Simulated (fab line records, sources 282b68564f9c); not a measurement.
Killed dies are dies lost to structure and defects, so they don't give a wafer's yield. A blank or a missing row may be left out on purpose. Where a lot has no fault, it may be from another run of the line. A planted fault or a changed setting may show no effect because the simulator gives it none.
Which of the tools did it? | flow rit_cmos | 14 lots, 42 wafers sampled, at 1 step of a route of 202

== WHAT THE GAUGES READ, wafer by wafer ==
Not one reading of a measure or inspect step in the record can be checked against a usual standard deviation.

== EACH LOT AND THE TOOL THAT RAN IT (in order: tool; ch and the chambers of the sampled wafers; start) ==
lot  | RIT_CONTACT_PEB_06
L686 | litho_track-04 ch 0, day 3 12:19
L687 | litho_track-04 ch 0, day 3 15:56
L690 | litho_track-03 ch 0, day 4 09:07
L691 | litho_track-02 ch 0, day 4 15:52
L692 | litho_track-04 ch 0, day 4 19:21
L695 | litho_track-02 ch 0, day 5 10:34
L697 | litho_track-04 ch 0, day 5 17:41
L698 | litho_track-02 ch 0, day 5 21:45
L701 | litho_track-02, day 6 16:23
L702 | litho_track-04, day 6 17:49
L703 | litho_track-02 ch 0, day 7 01:59
L706 | litho_track-04 ch 0, day 7 15:28
L707 | litho_track-02 ch 0, day 7 23:15
L708 | litho_track-04 ch 0, day 8 00:53
- RIT_CONTACT_PEB_06

== WHAT THE TOOLS THEMSELVES READ (means of the sampled wafers that have a number; where no wafer has one, the mark that the record gives instead) ==
RIT_CONTACT_PEB_06. Usual: 45.0 Pa for exhaust_pa, sd 0.83.
lot  | tool           | exhaust_pa (Pa) | flag
L686 | litho_track-04 | 45.2            |
L687 | litho_track-04 | 44.8            |
L690 | litho_track-03 | 45.3            |
L691 | litho_track-02 | 44.5            |
L692 | litho_track-04 | 45.4            |
L695 | litho_track-02 | 45.0            |
L697 | litho_track-04 | 45.1            |
L698 | litho_track-02 | 46.4            |
L701 | litho_track-02 | -               | OFF
L702 | litho_track-04 | -               | OFF
L703 | litho_track-02 | 44.5            |
L706 | litho_track-04 | 44.7            |
L707 | litho_track-02 | 44.6            |
L708 | litho_track-04 | 44.8            |

== THE ANSWER, worked out from the rows above alone ==
Rule: a lot counts as off when the mean over its wafers that have a number is more than 3 standard deviations away from the usual mean. Also off: a lot with no number at a reading for which 4 or more lots have one. Any other lot the step has rows for is counted as sound. The gauges are gone through in route order, then the tools' own readings, and for those a lot's mean is taken as printed above. The first step at which some lot is off is used, and at that step the reading that is off furthest; a lot without a number counts as furthest.
Off at RIT_CONTACT_PEB_06 (exhaust_pa): L701, L702. Without a number there: L701, L702.
A tool fits if, at that step or a process step before it, it ran every lot that is off, and no sound lot after the first of them. Of those tried, none fits.

== WHAT THE SIMULATOR HAD PUT IN ==
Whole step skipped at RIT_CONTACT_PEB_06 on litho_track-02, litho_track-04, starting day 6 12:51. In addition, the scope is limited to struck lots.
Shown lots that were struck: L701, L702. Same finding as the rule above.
